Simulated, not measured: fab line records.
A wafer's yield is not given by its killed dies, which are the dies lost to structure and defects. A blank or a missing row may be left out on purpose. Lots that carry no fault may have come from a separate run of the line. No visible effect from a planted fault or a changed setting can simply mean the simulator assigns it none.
fab line records	flow rit_cmos
record lots=14	wafers=42	last_day=7
route steps=202 shown SILICIDE@163 CONTACT@169 M1@198
lots with no fault: from the same line, run without faults
start_h: start of the lot's first displayed wafer, in hours after the record's first day	wait_h: hours since the lot's step before	" the same as in the row above	L1.1+2: one row covering several wafers at once	- either no value or no given start	* or withheld: withheld	< > ~ a bound
route shown NAME@n: a module of which the file shows steps, and the number in the route of the first	usual: the fault-free wafers' mean and standard deviation	same: alike in all rows	chamber/n: place in a boat	sites: per-site readings	_std_site: their standard deviation	_edge_site: outer sites' mean less inner sites'	radius_mm: how far each site lies from the wafer's centre	mask NAME#n: copy n	behind: the last tool/chamber to shape the wafer	hold: why the lot went on hold/how many hours it stayed there/how the hold came to an end	device: the n, p or np transistor that did not switch	end of line: the route-end tests of the same wafers	where a step has no rows: the recipe by itself	killed: at the first sort, the dies lost to defects and structure; wafer yield is something else	map: shows each die of a wafer: x if killed, . if not, _ if none is there
set.NAME: the setting as run; set.NAME@STEP: as run at that earlier step	model.NAME: the simulator's own value behind a step, which no gauge read
steps of the route over a sample of lots; a table a step, a row a wafer
services: from which hour (start_h, from the record's first day; less than 0 if before it) a tool's chamber was out of use, for how many hours, and why
## steps
# step RIT_SILICIDE_RS_MEAS_02
# recipe thk_meas_gauge=four-point-probe	reads=Ti_of_SILICIDE_SPUTTER_01
# usual SILICIDE_TI_RS=47.9/0.68
lot.wafer	tool	chamber	start_h	wait_h	SILICIDE_TI_RS[ohm/sq]
L387.4	film_metro-01	-	52.54	0.1	48.4
L387.5	"	-	"	"	48.6
L387.6	"	-	"	"	48.0
L388.2	film_metro-03	-	55.35	0.1	48.7
L388.3	"	-	"	"	47.7
L388.4	"	-	"	"	48.7
L390.4	film_metro-04	-	67.04	0.1	48.4
L390.5	"	-	"	"	47.8
L390.6	"	-	"	"	48.4
L391.4	film_metro-04	-	70.32	0.1	47.7
L391.5	"	-	"	"	49.2
L391.6	"	-	"	"	47.7
L392.2	film_metro-01	-	77.55	0.1	46.7
L392.4	"	-	"	"	48.5
L392.5	"	-	"	"	47.8
L393.1	film_metro-04	-	82.50	0.1	49.2
L393.3	"	-	"	"	48.0
L393.6	"	-	"	"	48.6
L394.1	film_metro-03	-	87.88	0.1	48.2
L394.2	"	-	"	"	48.1
L394.4	"	-	"	"	48.5
L395.1	film_metro-04	-	91.44	0.1	48.0
L395.4	"	-	"	"	48.8
L395.6	"	-	"	"	48.0
L397.1	film_metro-04	-	103.87	0.1	47.3
L397.2	"	-	"	"	48.0
L397.4	"	-	"	"	47.8
L398.1	film_metro-04	-	106.38	0.1	48.0
L398.5	"	-	"	"	48.2
L398.6	"	-	"	"	48.1
L399.2	film_metro-04	-	111.52	0.1	47.5
L399.3	"	-	"	"	47.0
L399.6	"	-	"	"	48.4
L400.1	film_metro-04	-	116.22	0.1	48.3
L400.2	"	-	"	"	47.4
L400.3	"	-	"	"	48.0
L406.3	film_metro-04	-	149.14	0.1	46.5
L406.4	"	-	"	"	47.4
L406.5	"	-	"	"	47.7
L407.1	film_metro-03	-	151.43	0.1	47.6
L407.2	"	-	"	"	48.1
L407.3	"	-	"	"	46.9
# step RIT_CONTACT_THK_MEAS_01
# recipe reads=SiO2_of_CONTACT_CVD_00
# usual CONTACT_TEOS_THK=405/4.9
lot.wafer	tool	chamber	start_h	wait_h	CONTACT_TEOS_THK[nm]
L387.4	film_metro-03	-	52.92	0.0	408
L387.5	"	-	"	"	405
L387.6	"	-	"	"	411
L388.2	film_metro-04	-	55.75	0.0	406
L388.3	"	-	"	"	402
L388.4	"	-	"	"	412
L390.4	film_metro-02	-	67.41	0.0	410
L390.5	"	-	"	"	412
L390.6	"	-	"	"	411
L391.4	film_metro-03	-	70.70	0.0	406
L391.5	"	-	"	"	408
L391.6	"	-	"	"	409
L392.2	film_metro-03	-	77.95	0.0	399
L392.4	"	-	"	"	406
L392.5	"	-	"	"	409
L393.1	film_metro-02	-	82.91	0.0	398
L393.3	"	-	"	"	402
L393.6	"	-	"	"	408
L394.1	film_metro-04	-	88.29	0.0	400
L394.2	"	-	"	"	408
L394.4	"	-	"	"	412
L395.1	film_metro-03	-	91.85	0.0	409
L395.4	"	-	"	"	409
L395.6	"	-	"	"	405
L397.1	film_metro-04	-	104.28	0.0	396
L397.2	"	-	"	"	400
L397.4	"	-	"	"	410
L398.1	film_metro-04	-	106.78	0.0	400
L398.5	"	-	"	"	408
L398.6	"	-	"	"	400
L399.2	film_metro-03	-	111.92	0.0	397
L399.3	"	-	"	"	393
L399.6	"	-	"	"	399
L400.1	film_metro-03	-	116.63	0.0	404
L400.2	"	-	"	"	406
L400.3	"	-	"	"	408
L406.3	film_metro-03	-	149.53	0.0	407
L406.4	"	-	"	"	412
L406.5	"	-	"	"	416
L407.1	film_metro-02	-	151.84	0.0	402
L407.2	"	-	"	"	398
L407.3	"	-	"	"	402
# step RIT_M1_STRIP_14
# recipe chemistry=O2	time_s=180	platen_temp_c=withheld	power_w=500	pressure_mtorr=4000	o2_flow_sccm=4000
# usual chamber_pressure_mTorr=4001/3.4	drypump_motor_current_A=5.8/0.4	time_s=180/0
lot.wafer	tool	chamber	start_h	wait_h	chamber_pressure_mTorr	drypump_motor_current_A	rf_hours_counter_h	time_s
L387.4	plasma_asher-04	0	57.70	0.1	4003	5.2	-	180
L387.5	"	1	"	"	3998	5.9	-	180
L387.6	"	0	"	"	3996	5.2	-	180
L388.2	plasma_asher-03	1	60.35	0.0	4002	5.7	40	180
L388.3	"	1	"	"	4002	5.7	-	180
L388.4	"	0	"	"	4006	6.4	-	180
L390.4	plasma_asher-03	1	71.85	0.1	4003	5.7	-	180
L390.5	"	0	"	"	3997	6.5	-	180
L390.6	"	1	"	"	3993	5.7	-	180
L391.4	plasma_asher-02	1	75.29	0.1	4000	6.0	-	180
L391.5	"	1	"	"	4000	6.0	-	180
L391.6	"	0	"	"	4003	6.2	-	180
L392.2	plasma_asher-02	0	82.33	0.0	4004	6.2	44	180
L392.4	"	1	"	"	4003	6.0	-	180
L392.5	"	0	"	"	3999	6.2	-	180
L393.1	plasma_asher-04	1	87.62	0.0	3996	5.8	28	180
L393.3	"	1	"	"	3996	5.9	-	180
L393.6	"	1	"	"	4001	5.9	-	180
L394.1	plasma_asher-03	0	93.08	0.0	3996	6.4	43	180
L394.2	"	1	"	"	4001	5.7	43	180
L394.4	"	1	"	"	3999	5.7	-	180
L395.1	plasma_asher-04	0	96.53	0.0	3996	5.2	29	180
L395.4	"	0	"	"	4005	5.2	-	180
L395.6	"	1	"	"	4003	5.9	-	180
L397.1	plasma_asher-04	1	108.87	0.0	3998	5.8	31	180
L397.2	"	0	"	"	4003	5.2	31	180
L397.4	"	0	"	"	3997	5.2	-	180
L398.1	plasma_asher-02	1	111.18	0.0	3999	6.0	47	180
L398.5	"	1	"	"	4009	6.0	-	180
L398.6	"	0	"	"	3999	6.2	-	180
L399.2	plasma_asher-04	1	116.29	0.0	3996	5.9	31	180
L399.3	"	1	"	"	3999	5.9	-	180
L399.6	"	1	"	"	3999	5.9	-	180
L400.1	plasma_asher-03	1	121.09	0.0	4000	5.7	47	180
L400.2	"	0	"	"	3999	6.4	47	180
L400.3	"	0	"	"	3998	6.4	-	180
L406.3	plasma_asher-03	1	153.85	0.1	-	-	-	-
L406.4	"	0	"	"	-	-	-	-
L406.5	"	1	"	"	-	-	-	-
L407.1	plasma_asher-02	0	156.26	0.0	-	-	-	-
L407.2	"	1	"	"	-	-	-	-
L407.3	"	0	"	"	-	-	-	-
# step RIT_M1_BOW_MEAS_16
# recipe mode=bow
# usual M1_BOW=18/7.1
lot.wafer	tool	chamber	start_h	wait_h	M1_BOW[um]
L387.4	film_metro-02	-	59.50	0.1	15
L387.5	"	-	"	"	20
L387.6	"	-	"	"	22
L388.2	film_metro-02	-	62.17	0.0	21
L388.3	"	-	"	"	18
L388.4	"	-	"	"	22
L390.4	film_metro-03	-	73.65	0.1	29
L390.5	"	-	"	"	17
L390.6	"	-	"	"	9
L391.4	film_metro-01	-	77.08	0.1	7
L391.5	"	-	"	"	14
L391.6	"	-	"	"	26
L392.2	film_metro-03	-	84.15	0.0	6
L392.4	"	-	"	"	23
L392.5	"	-	"	"	26
L393.1	film_metro-02	-	89.41	0.0	20
L393.3	"	-	"	"	32
L393.6	"	-	"	"	17
L394.1	film_metro-02	-	94.93	0.0	13
L394.2	"	-	"	"	11
L394.4	"	-	"	"	23
L395.1	film_metro-03	-	98.32	0.0	18
L395.4	"	-	"	"	14
L395.6	"	-	"	"	15
L397.1	film_metro-03	-	110.86	0.0	10
L397.2	"	-	"	"	18
L397.4	"	-	"	"	17
L398.1	film_metro-02	-	113.67	0.0	15
L398.5	"	-	"	"	18
L398.6	"	-	"	"	12
L399.2	film_metro-02	-	118.81	0.0	15
L399.3	"	-	"	"	24
L399.6	"	-	"	"	22
L400.1	film_metro-03	-	123.55	0.0	28
L400.2	"	-	"	"	15
L400.3	"	-	"	"	16
L406.3	film_metro-02	-	155.62	0.0	9
L406.4	"	-	"	"	20
L406.5	"	-	"	"	25
L407.1	film_metro-01	-	158.06	0.0	7
L407.2	"	-	"	"	25
L407.3	"	-	"	"	7
# step RIT_M1_PROBE_99
# usual defect_limited_yield=97.2/1.1	killed_at_M0_to_M3=0.0/0.14	killed_at_contacts=0.1/0.23	killed_at_front_end=7.3/2.9	killed_dies=7.3/3	killed_open=3.6/1.8	killed_short=3.7/2.1	sort_bin_3_pad_short=0.1/0.27	sort_bin_5_function=1.6/0.79	sort_bin_6_memory=1.0/0.64	sort_n_pass=256.7/3	sort_yield_pct=97.2/1.1
# same gross_dies=264	killed_at_M4_up=0	killed_at_back_side=0	killed_at_other=0
lot.wafer	tool	chamber	start_h	wait_h	defect_limited_yield[%]	killed_at_M0_to_M3	killed_at_contacts	killed_at_front_end	killed_dies	killed_open	killed_short	sort_bin_3_pad_short[%]	sort_bin_5_function[%]	sort_bin_6_memory[%]	sort_n_pass	sort_yield_pct[%]
L387.4	prober-02	-	59.71	0.2	98.1	0	0	5	5	4	1	0	1.9	0	259.0	98.1
L387.5	prober-02	-	59.76	0.2	95.5	0	0	12	12	5	7	0	2.7	1.9	252.0	95.5
L387.6	prober-02	-	59.81	0.2	96.2	0	1	9	10	6	4	0	2.3	1.5	254.0	96.2
L388.2	prober-01	-	62.32	0.1	97.7	0	0	6	6	3	3	0	2.3	0	258.0	97.7
L388.3	prober-01	-	62.37	0.2	96.6	0	0	9	9	3	6	1.5	1.5	0.4	255.0	96.6
L388.4	prober-01	-	62.42	0.2	98.1	0	0	5	5	3	2	0	1.1	0.8	259.0	98.1
L390.4	prober-01	-	73.86	0.2	96.6	0	0	9	9	5	4	0	1.9	1.5	255.0	96.6
L390.5	prober-01	-	73.91	0.2	97.3	0	1	6	7	5	2	0	1.5	1.1	257.0	97.3
L390.6	prober-01	-	73.96	0.2	98.9	0	0	3	3	1	2	0	1.1	0	261.0	98.9
L391.4	prober-02	-	77.29	0.2	97.3	0	0	7	7	5	1	0.4	1.5	0.8	257.0	97.3
L391.5	prober-02	-	77.34	0.2	95.5	0	0	12	12	4	6	0	3.0	1.5	252.0	95.5
L391.6	prober-02	-	77.39	0.2	97.0	0	0	8	8	4	3	0	1.5	1.5	256.0	97.0
L392.2	prober-01	-	84.30	0.1	95.5	0	0	12	12	7	5	0	1.9	2.7	252.0	95.5
L392.4	prober-01	-	84.40	0.2	97.7	0	0	6	6	4	2	0	1.9	0.4	258.0	97.7
L392.5	prober-01	-	84.45	0.2	97.7	0	0	6	6	4	2	0	1.1	1.1	258.0	97.7
L393.1	prober-02	-	89.53	0.1	98.5	0	0	4	4	2	2	0	0.8	0.8	260.0	98.5
L393.3	prober-02	-	89.63	0.2	98.1	0	0	5	5	4	1	0.4	1.1	0.4	259.0	98.1
L393.6	prober-02	-	89.78	0.2	96.2	0	0	10	10	4	6	0	2.3	1.5	254.0	96.2
L394.1	prober-01	-	95.05	0.1	99.2	0	0	2	2	0	2	0	0.4	0.4	262.0	99.2
L394.2	prober-01	-	95.10	0.1	99.2	0	0	2	2	1	1	0	0.4	0.4	262.0	99.2
L394.4	prober-01	-	95.20	0.2	95.8	0	0	11	11	1	10	0.8	1.9	1.5	253.0	95.8
L395.1	prober-02	-	98.44	0.1	98.1	0	0	5	5	3	2	0	1.5	0.4	259.0	98.1
L395.4	prober-02	-	98.59	0.2	95.8	0	0	11	11	6	5	0	3.0	1.1	253.0	95.8
L395.6	prober-02	-	98.69	0.2	96.6	1	0	8	9	4	5	0	1.1	2.3	255.0	96.6
L397.1	prober-02	-	110.98	0.1	97.3	0	0	7	7	3	4	0	0.8	1.9	257.0	97.3
L397.2	prober-02	-	111.03	0.1	95.5	0	0	12	12	4	8	0.8	2.7	1.1	252.0	95.5
L397.4	prober-02	-	111.13	0.2	97.0	0	0	8	8	1	7	0	2.3	0.8	256.0	97.0
L398.1	prober-01	-	113.79	0.1	98.9	0	0	3	3	0	3	0	1.1	0	261.0	98.9
L398.5	prober-01	-	113.99	0.2	96.6	0	0	9	9	3	6	0.4	1.1	1.9	255.0	96.6
L398.6	prober-01	-	114.04	0.2	99.2	0	0	2	2	1	1	0	0	0.8	262.0	99.2
L399.2	prober-02	-	118.96	0.1	97.3	0	0	7	7	4	3	0.4	1.5	0.8	257.0	97.3
L399.3	prober-02	-	119.01	0.2	98.9	0	0	3	3	1	2	0	0.4	0.8	261.0	98.9
L399.6	prober-02	-	119.16	0.2	95.5	0	0	12	12	5	7	0	2.3	2.3	252.0	95.5
L400.1	prober-01	-	123.67	0.1	97.0	0	0	8	8	4	4	0.4	0.8	1.9	256.0	97.0
L400.2	prober-01	-	123.72	0.1	97.7	0	0	6	6	4	2	0	1.5	0.8	258.0	97.7
L400.3	prober-01	-	123.77	0.2	97.0	0	0	8	8	6	2	0.4	0.4	2.3	256.0	97.0
L406.3	prober-01	-	155.80	0.2	97.0	0	0	8	8	2	6	0	1.1	1.9	256.0	97.0
L406.4	prober-01	-	155.85	0.2	97.0	1	0	7	8	4	4	0	1.5	1.5	256.0	97.0
L406.5	prober-01	-	155.90	0.2	97.3	0	0	7	7	4	3	0.4	0.4	1.9	257.0	97.3
L407.1	prober-02	-	158.18	0.1	97.0	0	0	8	8	4	4	0	1.9	1.1	256.0	97.0
L407.2	prober-02	-	158.23	0.1	97.7	0	0	6	6	3	3	0.4	1.5	0.4	258.0	97.7
L407.3	prober-02	-	158.28	0.2	97.0	0	0	8	8	4	4	0	1.5	1.5	256.0	97.0
# killed by level:class
L387.4 GATE:geometric_particle:open=3 GATE:geometric_particle:short=1 SPACER:geometric_particle:open=1
L387.5 GATE:geometric_particle:short=4 FOX1:geometric_particle:short=2 GATE:geometric_particle:open=2 FOX1:geometric_particle:open=1 REOX:geometric_particle:short=1 SPACER:geometric_particle:open=1 SILICIDE:geometric_particle:open=1
L387.6 GATE:geometric_particle:open=4 GATE:geometric_particle:short=3 FOX2:geometric_particle:short=1 REOX:geometric_particle:open=1 CONTACT:geometric_particle:open=1
L388.2 FOX1:geometric_particle:short=2 GATE:geometric_particle:open=1 REOX:geometric_particle:open=1 SPACER:geometric_particle:short=1 SILICIDE:geometric_particle:open=1
L388.3 SPACER:geometric_particle:short=3 GATE:geometric_particle:short=2 FOX1:geometric_particle:open=1 FOX2:geometric_particle:open=1 GATE:geometric_particle:open=1 SILICIDE:geometric_particle:short=1
L388.4 GATE:geometric_particle:short=1 GATE:geometric_particle:open=1 REOX:geometric_particle:open=1 REOX:geometric_particle:short=1 SILICIDE:geometric_particle:open=1
L390.4 FOX1:geometric_particle:open=3 REOX:geometric_particle:short=2 GATE:geometric_particle:short=1 REOX:geometric_particle:open=1 SILICIDE:geometric_particle:short=1 SILICIDE:geometric_particle:open=1
L390.5 FOX1:geometric_particle:open=1 FOX2:geometric_particle:open=1 GATE:geometric_particle:open=1 GATE:geometric_particle:short=1 SPACER:geometric_particle:open=1 SPACER:geometric_particle:short=1 CONTACT:geometric_particle:open=1
L390.6 GATE:geometric_particle:open=1 GATE:geometric_particle:short=1 SPACER:geometric_particle:short=1
L391.4 GATE:geometric_particle:open=2 FOX1:geometric_particle:short=1 FOX1:geometric_particle:open=1 REOX:geometric_particle:open=1 SPACER:geometric_particle:open=1 PWELL:coat_microbubble_printed=1
L391.5 GATE:geometric_particle:short=3 FOX1:geometric_particle:open=2 SPACER:geometric_particle:short=2 PWELL:coat_microbubble_printed=2 FOX1:geometric_particle:short=1 GATE:geometric_particle:open=1 SPACER:geometric_particle:open=1
L391.6 GATE:geometric_particle:open=3 FOX1:geometric_particle:short=2 REOX:geometric_particle:short=1 REOX:geometric_particle:open=1 PWELL:coat_microbubble_printed=1
L392.2 REOX:geometric_particle:short=4 FOX1:geometric_particle:open=3 GATE:geometric_particle:open=2 GATE:geometric_particle:short=1 SPACER:geometric_particle:open=1 SILICIDE:geometric_particle:open=1
L392.4 FOX1:geometric_particle:open=2 GATE:geometric_particle:short=1 GATE:geometric_particle:open=1 SPACER:geometric_particle:short=1 SILICIDE:geometric_particle:open=1
L392.5 GATE:geometric_particle:open=2 FOX1:geometric_particle:open=1 FOX2:geometric_particle:open=1 GATE:geometric_particle:short=1 SILICIDE:geometric_particle:short=1
L393.1 FOX1:geometric_particle:short=2 GATE:geometric_particle:open=2
L393.3 FOX1:geometric_particle:open=2 FOX2:geometric_particle:open=1 GATE:geometric_particle:open=1 SPACER:geometric_particle:short=1
L393.6 GATE:geometric_particle:short=2 SPACER:geometric_particle:short=2 SILICIDE:geometric_particle:short=2 GATE:geometric_particle:open=1 REOX:geometric_particle:open=1 SPACER:geometric_particle:open=1 SILICIDE:geometric_particle:open=1
L394.1 REOX:geometric_particle:short=1 SPACER:geometric_particle:short=1
L394.2 GATE:geometric_particle:open=1 SPACER:geometric_particle:short=1
L394.4 GATE:geometric_particle:short=3 REOX:geometric_particle:short=3 SPACER:geometric_particle:short=2 SILICIDE:geometric_particle:short=2 GATE:geometric_particle:open=1
L395.1 FOX1:geometric_particle:open=1 FOX1:geometric_particle:short=1 GATE:geometric_particle:short=1 GATE:geometric_particle:open=1 SPACER:geometric_particle:open=1
L395.4 GATE:geometric_particle:open=3 GATE:geometric_particle:short=3 FOX1:geometric_particle:open=2 FOX1:geometric_particle:short=1 REOX:geometric_particle:short=1 SILICIDE:geometric_particle:open=1
L395.6 GATE:geometric_particle:open=3 GATE:geometric_particle:short=2 REOX:geometric_particle:short=2 FOX1:geometric_particle:open=1 M1:geometric_particle:short=1
L397.1 FOX1:geometric_particle:short=2 GATE:geometric_particle:open=2 SPACER:geometric_particle:short=1 SILICIDE:geometric_particle:open=1 SILICIDE:geometric_particle:short=1
L397.2 SPACER:geometric_particle:short=3 SPACER:geometric_particle:open=3 GATE:geometric_particle:short=2 SILICIDE:geometric_particle:short=2 FOX1:geometric_particle:open=1 FOX2:geometric_particle:short=1
L397.4 SPACER:geometric_particle:short=4 FOX1:geometric_particle:short=3 GATE:geometric_particle:open=1
L398.1 GATE:geometric_particle:short=2 REOX:geometric_particle:short=1
L398.5 GATE:geometric_particle:open=3 GATE:geometric_particle:short=2 REOX:geometric_particle:short=2 SPACER:geometric_particle:short=2
L398.6 FOX1:geometric_particle:open=1 GATE:geometric_particle:short=1
L399.2 FOX2:geometric_particle:open=2 GATE:geometric_particle:short=2 FOX1:geometric_particle:open=1 GATE:geometric_particle:open=1 REOX:geometric_particle:short=1
L399.3 FOX1:geometric_particle:short=1 GATE:geometric_particle:open=1 SPACER:geometric_particle:short=1
L399.6 GATE:geometric_particle:short=3 REOX:geometric_particle:short=3 GATE:geometric_particle:open=2 SPACER:geometric_particle:open=2 FOX2:geometric_particle:short=1 REOX:geometric_particle:open=1
L400.1 FOX2:geometric_particle:open=2 SPACER:geometric_particle:short=2 GATE:geometric_particle:short=1 REOX:geometric_particle:open=1 REOX:geometric_particle:short=1 SPACER:geometric_particle:open=1
L400.2 SPACER:geometric_particle:open=2 GATE:geometric_particle:short=1 REOX:geometric_particle:open=1 SILICIDE:geometric_particle:open=1 SILICIDE:geometric_particle:short=1
L400.3 GATE:geometric_particle:open=4 GATE:geometric_particle:short=1 REOX:geometric_particle:open=1 SILICIDE:geometric_particle:short=1 SILICIDE:geometric_particle:open=1
L406.3 SPACER:geometric_particle:short=4 FOX1:geometric_particle:short=1 FOX1:geometric_particle:open=1 GATE:geometric_particle:short=1 GATE:geometric_particle:open=1
L406.4 GATE:geometric_particle:open=2 SPACER:geometric_particle:short=2 FOX1:geometric_particle:open=1 FOX2:geometric_particle:short=1 REOX:geometric_particle:open=1 M1:geometric_particle:short=1
L406.5 GATE:geometric_particle:short=2 GATE:geometric_particle:open=2 FOX1:geometric_particle:short=1 REOX:geometric_particle:open=1 SPACER:geometric_particle:open=1
L407.1 GATE:geometric_particle:open=3 FOX2:geometric_particle:short=2 GATE:geometric_particle:short=2 SILICIDE:geometric_particle:open=1
L407.2 GATE:geometric_particle:open=2 SPACER:geometric_particle:short=2 FOX2:geometric_particle:open=1 REOX:geometric_particle:short=1
L407.3 GATE:geometric_particle:open=2 GATE:geometric_particle:short=1 FOX1:geometric_particle:open=1 FOX1:geometric_particle:short=1 SILICIDE:geometric_particle:short=1 SPACER:geometric_particle:short=1 SILICIDE:geometric_particle:open=1
## services
tool	chamber	start_h	hours	kind
plasma_asher-03	-	127.60	15.7	repair
## key
first_sign step=RIT_M1_STRIP_14	reading=tool_record	direction=missing
effect none on later readings
met_at RIT_M1_STRIP_14
struck_lots L406,L407
not_acting_at RIT_SILICIDE_RS_MEAS_02,RIT_CONTACT_THK_MEAS_01,RIT_M1_BOW_MEAS_16
onset_between 121.09 153.85
fault kind=skipped_step_whole	tool=plasma_asher-02,plasma_asher-03	chamber=-	onset_h=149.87	steps=RIT_M1_STRIP_14	scope=struck_lots_only
